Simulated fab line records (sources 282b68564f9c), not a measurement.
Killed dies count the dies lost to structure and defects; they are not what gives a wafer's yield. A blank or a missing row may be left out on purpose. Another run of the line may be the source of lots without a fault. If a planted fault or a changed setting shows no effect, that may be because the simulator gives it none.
Which tool is to blame? || flow rit-cmos || 14 lots with 42 wafers sampled at 2 steps, on a route of 202 steps

## WHAT THE GAUGES SHOWED, per wafer
RIT_M1_CD_MEAS_90: target cd 2600 nm.
{"lot": "L932", "measured": "day 3 18:05", "on": "cd-sem-01", "cd-nm (nm)": "2601.4 2605.0 2597.5"}
{"lot": "L934", "measured": "day 3 19:37", "on": "cd-sem-02", "cd-nm (nm)": "2599.1 2601.1 2600.7"}
{"lot": "L933", "measured": "day 3 19:52", "on": "cd-sem-01", "cd-nm (nm)": "2593.4 2593.8 2593.1"}
{"lot": "L935", "measured": "day 4 05:11", "on": "cd-sem-01", "cd-nm (nm)": "2598.4 2598.1 2597.2"}
{"lot": "L936", "measured": "day 4 10:23", "on": "cd-sem-01", "cd-nm (nm)": "2596.2 2600.3 2598.6"}
{"lot": "L937", "measured": "day 4 15:00", "on": "cd-sem-01", "cd-nm (nm)": "2597.6 2600.2 2601.6"}
{"lot": "L939", "measured": "day 5 00:15", "on": "cd-sem-01", "cd-nm (nm)": "2596.1 2597.6 2600.7"}
{"lot": "L942", "measured": "day 5 13:28", "on": "cd-sem-01", "cd-nm (nm)": "2596.0 2595.9 2595.4"}
{"lot": "L943", "measured": "day 5 19:40", "on": "cd-sem-02", "cd-nm (nm)": "2601.9 2598.0 2598.7"}
{"lot": "L946", "measured": "day 6 08:24", "on": "cd-sem-01", "cd-nm (nm)": "2592.7 2590.2 2603.1"}
{"lot": "L948", "measured": "day 6 18:02", "on": "cd-sem-01", "cd-nm (nm)": "2603.0 2591.1 2600.1"}
{"lot": "L951", "measured": "day 7 09:27", "on": "cd-sem-02", "cd-nm (nm)": "2599.5 2599.6 2597.2"}
{"lot": "L952", "measured": "day 7 14:01", "on": "cd-sem-02", "cd-nm (nm)": "2598.7 2601.1 2602.1"}
{"lot": "L955", "measured": "day 8 10:01", "on": "cd-sem-02", "cd-nm (nm)": "2600.4 2602.1 2600.4"}

## WHICH TOOL RAN EACH LOT (tool, then ch and the chambers of the sampled wafers, then the start)
{"lot": "L932", "RIT_M1_METAL_ETCH_12": "rie-metal-04 ch 0,1, day 3 17:32"}
{"lot": "L934", "RIT_M1_METAL_ETCH_12": "rie-metal-03 ch 0,1, day 3 19:04"}
{"lot": "L933", "RIT_M1_METAL_ETCH_12": "rie-metal-02 ch 0, day 3 19:22"}
{"lot": "L935", "RIT_M1_METAL_ETCH_12": "rie-metal-04 ch 0,1, day 4 04:29"}
{"lot": "L936", "RIT_M1_METAL_ETCH_12": "rie-metal-03 ch 0,1, day 4 09:41"}
{"lot": "L937", "RIT_M1_METAL_ETCH_12": "rie-metal-02 ch 0,1, day 4 14:28"}
{"lot": "L939", "RIT_M1_METAL_ETCH_12": "rie-metal-03 ch 0, day 4 23:34"}
{"lot": "L942", "RIT_M1_METAL_ETCH_12": "rie-metal-03 ch 0,1, day 5 12:56"}
{"lot": "L943", "RIT_M1_METAL_ETCH_12": "rie-metal-04 ch 0,1, day 5 19:08"}
{"lot": "L946", "RIT_M1_METAL_ETCH_12": "rie-metal-04 ch 0,1, day 6 07:52"}
{"lot": "L948", "RIT_M1_METAL_ETCH_12": "rie-metal-04 ch 0,1, day 6 17:30"}
{"lot": "L951", "RIT_M1_METAL_ETCH_12": "rie-metal-02 ch 0,1, day 7 08:56"}
{"lot": "L952", "RIT_M1_METAL_ETCH_12": "rie-metal-03 ch 0,1, day 7 13:29"}
{"lot": "L955", "RIT_M1_METAL_ETCH_12": "rie-metal-03 ch 1, day 8 09:30"}
- RIT_M1_METAL_ETCH_12: etches Al in Cl2/BCl3, stops on SiO2, time 165 s, target depth 600 nm.

## AS READ BY THE TOOLS THEMSELVES (means over the sampled wafers that have a number; for cases with no such wafer, the mark the record gives instead)
RIT_M1_METAL_ETCH_12.
{"lot": "L932", "tool": "rie-metal-04", "drypump-motor-current-A (A)": 6.0, "oes-product-au (a.u.)": 0.788, "rf-fwd-power-W (W)": 248.7, "throttle-valve-pct (%)": 8.32}
{"lot": "L934", "tool": "rie-metal-03", "drypump-motor-current-A (A)": 5.7, "oes-product-au (a.u.)": 0.768, "rf-fwd-power-W (W)": 249.6, "throttle-valve-pct (%)": 8.21}
{"lot": "L933", "tool": "rie-metal-02", "drypump-motor-current-A (A)": 6.5, "oes-product-au (a.u.)": 0.779, "rf-fwd-power-W (W)": 248.6, "throttle-valve-pct (%)": 8.19}
{"lot": "L935", "tool": "rie-metal-04", "drypump-motor-current-A (A)": 6.0, "oes-product-au (a.u.)": 0.780, "rf-fwd-power-W (W)": 249.6, "throttle-valve-pct (%)": 8.41}
{"lot": "L936", "tool": "rie-metal-03", "drypump-motor-current-A (A)": 5.7, "oes-product-au (a.u.)": 0.765, "rf-fwd-power-W (W)": 250.1, "throttle-valve-pct (%)": 8.13}
{"lot": "L937", "tool": "rie-metal-02", "drypump-motor-current-A (A)": 6.0, "oes-product-au (a.u.)": 0.783, "rf-fwd-power-W (W)": 249.8, "throttle-valve-pct (%)": 8.23}
{"lot": "L939", "tool": "rie-metal-03", "drypump-motor-current-A (A)": 5.7, "oes-product-au (a.u.)": 0.762, "rf-fwd-power-W (W)": 249.1, "throttle-valve-pct (%)": 8.29}
{"lot": "L942", "tool": "rie-metal-03", "drypump-motor-current-A (A)": 5.7, "oes-product-au (a.u.)": 0.765, "rf-fwd-power-W (W)": 249.0, "throttle-valve-pct (%)": 8.12}
{"lot": "L943", "tool": "rie-metal-04", "drypump-motor-current-A (A)": 6.0, "oes-product-au (a.u.)": 0.779, "rf-fwd-power-W (W)": 248.7, "throttle-valve-pct (%)": 8.41}
{"lot": "L946", "tool": "rie-metal-04", "drypump-motor-current-A (A)": 6.0, "oes-product-au (a.u.)": 0.784, "rf-fwd-power-W (W)": 248.9, "throttle-valve-pct (%)": 8.42}
{"lot": "L948", "tool": "rie-metal-04", "drypump-motor-current-A (A)": 6.1, "oes-product-au (a.u.)": 0.785, "rf-fwd-power-W (W)": 249.9, "throttle-valve-pct (%)": 8.32}
{"lot": "L951", "tool": "rie-metal-02", "drypump-motor-current-A (A)": 6.0, "oes-product-au (a.u.)": 0.783, "rf-fwd-power-W (W)": 247.9, "throttle-valve-pct (%)": 8.22}
{"lot": "L952", "tool": "rie-metal-03", "drypump-motor-current-A (A)": 5.7, "oes-product-au (a.u.)": 0.767, "rf-fwd-power-W (W)": 249.4, "throttle-valve-pct (%)": 8.12}
{"lot": "L955", "tool": "rie-metal-03", "drypump-motor-current-A (A)": 5.7, "oes-product-au (a.u.)": 0.762, "rf-fwd-power-W (W)": 248.3, "throttle-valve-pct (%)": 8.05}

## THE ANSWER, worked out from the rows above alone
Rule: the lots themselves supply what counts as usual. Put in order of their means at a reading, lots are off if they are a third of the lots or fewer, leave a main group of 4 or more, and stand apart from it by a gap of 3 or more times the standard deviation of the main group's means; of several such gaps the widest counts. Not used: any main group whose means are identical at the precision the tables above print for the reading. Also off: a lot with no number at a reading for which 4 or more lots have one. The other lots that the step has rows for count as sound. The gauges are gone through in route order, then the tools' own readings, and for those a lot's mean is taken as printed above. The first step at which some lot is off is used, and at that step the reading that is off furthest; a lot without a number counts as furthest.
No lot is off at any reading shown: from this, nothing can be told.

## WHAT THE SIMULATOR HAD INSERTED
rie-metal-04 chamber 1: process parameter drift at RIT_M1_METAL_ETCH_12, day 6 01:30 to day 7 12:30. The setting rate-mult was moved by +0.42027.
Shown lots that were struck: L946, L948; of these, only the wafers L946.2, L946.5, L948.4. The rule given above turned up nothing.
